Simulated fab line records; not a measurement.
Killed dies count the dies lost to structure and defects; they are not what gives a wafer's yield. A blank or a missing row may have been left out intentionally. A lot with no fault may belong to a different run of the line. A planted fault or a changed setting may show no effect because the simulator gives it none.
A struck lot beside a sound one :: flow rit_cmos :: 17 out of 202 route steps
Sound: wafers L238.1, L238.3, L238.6. Struck: wafers L240.2, L240.3, L240.6. At the end, the cause is stated.
Order at every step that has rows: each side's tool, ch and its chambers, its first start. Under that, the readings that differ: sound wafers :: struck wafers :: difference of the means :: sigmas: that difference in standard deviations of wafers without a fault.
alike: words and numbers the same on both sides, and readings whose means are apart by under 2 such deviations; not compared: readings that were withheld, readings missing a value for some wafer, numbers with overlapping values and no deviation given by the record, and bounds like >300 which may hide the same value.
A row with sigmas, a row that says differs or no value, or rows on one side alone: a step with any of these is where the two part. When numbers do not overlap yet have no deviation, they are printed without sigmas and do not part them. A reading that every wafer of one side lacks parts them only if that side has two wafers or more.

first, 1 step without rows for these wafers: RIT_PSD_IMPLANT_08.
RIT_PSD_STRIP_09: strips in O2, time 180 s.
  sound on plasma_asher-03 ch 0, day 5 14:31; struck on plasma_asher-04 ch 0,1, day 5 22:59
  alike: drypump_motor_current_A
  not compared: rf_hours_counter_h
RIT_PSD_TW_MEAS_10:
  sound on film_metro-01, day 5 14:41; struck on film_metro-01, day 5 23:10
  alike: PSD_TW
then, 3 steps without rows for these wafers: RIT_SDANNEAL_CLEAN_00 (cleans in SC1, time 600 s); RIT_SDANNEAL_CLEAN_01 (cleans in dHF, time 30 s); RIT_SDANNEAL_CLEAN_02 (cleans in SC2, time 600 s).
RIT_SDANNEAL_RTA_03: time 5 s.
  sound on rtp_anneal-02 ch 0, day 5 15:08; struck on rtp_anneal-02 ch 0, day 5 23:38
  alike: anneal_temp_c_max, wafer_temp_C_max
RIT_SDANNEAL_RS_MEAS_04: the measuring method here is four-point-probe.
  sound on film_metro-04, day 5 15:12; struck on film_metro-01, day 5 23:43
  alike: PSD_RS
RIT_SDANNEAL_RS_MEAS_05: the measuring method here is four-point-probe.
  sound on film_metro-04, day 5 15:19; struck on film_metro-01, day 5 23:50
  alike: NSD_RS
RIT_SDANNEAL_RS_MEAS_06: the measuring method here is four-point-probe.
  sound on film_metro-04, day 5 15:26; struck on film_metro-01, day 5 23:57
  alike: PLDD_RS
RIT_SDANNEAL_RS_MEAS_07: the measuring method here is four-point-probe.
  sound on film_metro-04, day 5 15:34; struck on film_metro-01, day 6 00:04
  alike: NLDD_RS
then, 1 step without rows for these wafers: RIT_SILICIDE_WET_ETCH_00 (etches SiO2 in BOE, target depth 14 nm, time 15 s).
RIT_SILICIDE_SPUTTER_01: material Ti, target thk 30 nm, time 240 s.
  sound on pvd_sputter-02, day 5 15:41; struck on pvd_sputter-04, day 6 00:11
reading: model.Ti_of_SILICIDE_SPUTTER_01.thk_nm (nm)
sound: 30.59 30.51 30.53
struck: 28.14 28.43 28.33
difference: -2.24
sigmas: 
  alike: chamber_pressure_pa, throttle_valve_pct
RIT_SILICIDE_RS_MEAS_02: the measuring method here is four-point-probe.
  sound on film_metro-01, day 5 15:50; struck on film_metro-04, day 6 00:21
reading: SILICIDE_TI_RS (ohm/sq)
sound: 46.7 46.8 46.7
struck: 52.0 51.3 51.5
difference: +4.9
sigmas: +10
RIT_SILICIDE_THK_MEAS_03: measures by xrf.
  sound on film_metro-01, day 5 15:58; struck on film_metro-04, day 6 00:28
reading: SILICIDE_TI_THK (nm)
sound: 30.64 30.41 30.49
struck: 28.12 28.50 28.44
difference: -2.16
sigmas: -8
RIT_SILICIDE_RTA_04: time 10 s, ramp up 5 s, ramp down 5 s.
  sound on rtp_anneal-01 ch 0, day 5 16:01; struck on rtp_anneal-01 ch 0, day 6 00:31
  alike: anneal_temp_c_max, wafer_temp_C_max
RIT_M1_PROBE_99:
  sound on prober-01, day 5 23:31; struck on prober-01, day 6 07:22
reading: model.etest.contact_nplus.end_ohm_um
sound: 42 41.82 42.7
struck: 38.83 38.74 39.26
difference: -3.23
sigmas: 

reading: model.etest.contact_pplus.end_ohm_um
sound: 44.64 44.04 44.28
struck: 41.35 42.09 41.46
difference: -2.69
sigmas: 

reading: model.etest.npoly_line.rs_ohm_sq
sound: 16.9 16.87 16.79
struck: 17.87 17.62 17.57
difference: +0.83
sigmas: 

reading: model.etest.ppoly_line.rs_ohm_sq
sound: 16.41 16.44 16.52
struck: 17.18 17 17.18
difference: +0.66
sigmas: 

reading: model.etest.npoly_sal.rs_ohm_sq
sound: 4.313 4.306 4.312
struck: 4.595 4.553 4.542
difference: +0.253
sigmas: 

reading: model.etest.ppoly_sal.rs_ohm_sq
sound: 4.302 4.234 4.284
struck: 4.538 4.551 4.5
difference: +0.256
sigmas: 
  alike: killed_at_contacts, killed_at_front_end, killed_dies, killed_open, killed_short
  not compared: model.etest.npoly_line.line_ohm_um, model.etest.ppoly_line.line_ohm_um

== WHERE THEY PART ==
At RIT_SILICIDE_RS_MEAS_02 first; at RIT_SILICIDE_THK_MEAS_03 last (within this record only). Later steps at which nothing parts them and some readings are alike: RIT_SILICIDE_RTA_04, RIT_M1_PROBE_99.

WHY: the cause the simulator had injected
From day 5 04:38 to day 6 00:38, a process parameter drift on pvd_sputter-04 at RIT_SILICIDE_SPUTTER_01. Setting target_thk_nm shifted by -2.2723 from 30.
